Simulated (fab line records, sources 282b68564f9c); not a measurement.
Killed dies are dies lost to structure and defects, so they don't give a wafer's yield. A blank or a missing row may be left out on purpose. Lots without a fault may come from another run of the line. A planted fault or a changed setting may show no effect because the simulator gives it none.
One fault seen from 2 desks | flow rit_cmos | each desk has only its own numbers; what lay behind them comes last

THE TOOL OWNER'S DESK: implanter-01
The tool's own readings at RIT_PRETRO_IMPLANT_08: means of the sampled wafers that have a number, for each lot that ran on this tool. A lot is out of limits, marked OUT, if its mean lies more than 4 standard deviations from the usual mean; the brackets give that distance.
Columns: A = beam_energy_keV at RIT_PRETRO_IMPLANT_08, usual 45.001; B = beam_on_s at RIT_PRETRO_IMPLANT_08, usual 9.99 s; C = tilt_deg at RIT_PRETRO_IMPLANT_08, usual 7.005 degrees
lot  | first seen here | A                | B    | C
L246 | day 2 14:05     | 44.988           | 9.95 | 6.995
L249 | day 3 06:47     | 44.984           | 9.72 | 6.985
L253 | day 4 00:40     | 44.410 (-42) OUT | 9.98 | 7.002
L257 | day 5 05:59     | 44.385 (-44) OUT | 9.88 | 6.972
This desk's finding: out of limits on L253, L257; first on L253, day 4 00:40 (beam_energy_keV at RIT_PRETRO_IMPLANT_08). In limits: L246, L249.

THE METROLOGY DESK
What the gauges read, lot by lot, whatever tool the lot ran on: means of the sampled wafers that have a number. A lot is out of limits, marked OUT, if its mean lies more than 4 standard deviations from the usual mean; the brackets give that distance.
Columns: A = NRETRO_TW at RIT_NRETRO_TW_MEAS_10, usual 1057; B = PRETRO_OVL at RIT_PRETRO_OVL_MEAS_06, usual -0.5 nm
lot  | first seen here | A    | B
L246 | day 2 12:43     | 1048 | 0.6
L249 | day 3 05:20     | 1054 | -1.7
L252 | day 3 18:08     | 1073 | 0.0
L253 | day 3 23:18     | 1054 | -1.5
L256 | day 4 16:01     | 1072 | 0.4
L257 | day 5 04:37     | 1068 | -3.0
This desk's finding: nothing out of limits on any of the 6 lots.

PUT TOGETHER
The tool owner's desk could have raised an alarm at day 4 00:40, on L253, L257.
The metrology desk saw nothing out of limits.
The metrology desk has L253, L257 on record, within its limits.
Of the lots named, all ran RIT_PRETRO_IMPLANT_08 on implanter-01.

WHAT THE SIMULATOR HAD PUT IN
Process parameter drift: implanter-01, from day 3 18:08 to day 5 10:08, at RIT_PRETRO_IMPLANT_08. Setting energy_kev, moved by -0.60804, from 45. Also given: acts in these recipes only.
Lots struck among those shown: L253, L257.
Hours from the fault's start to each desk's first reading out of limits: the tool owner's desk, 7.
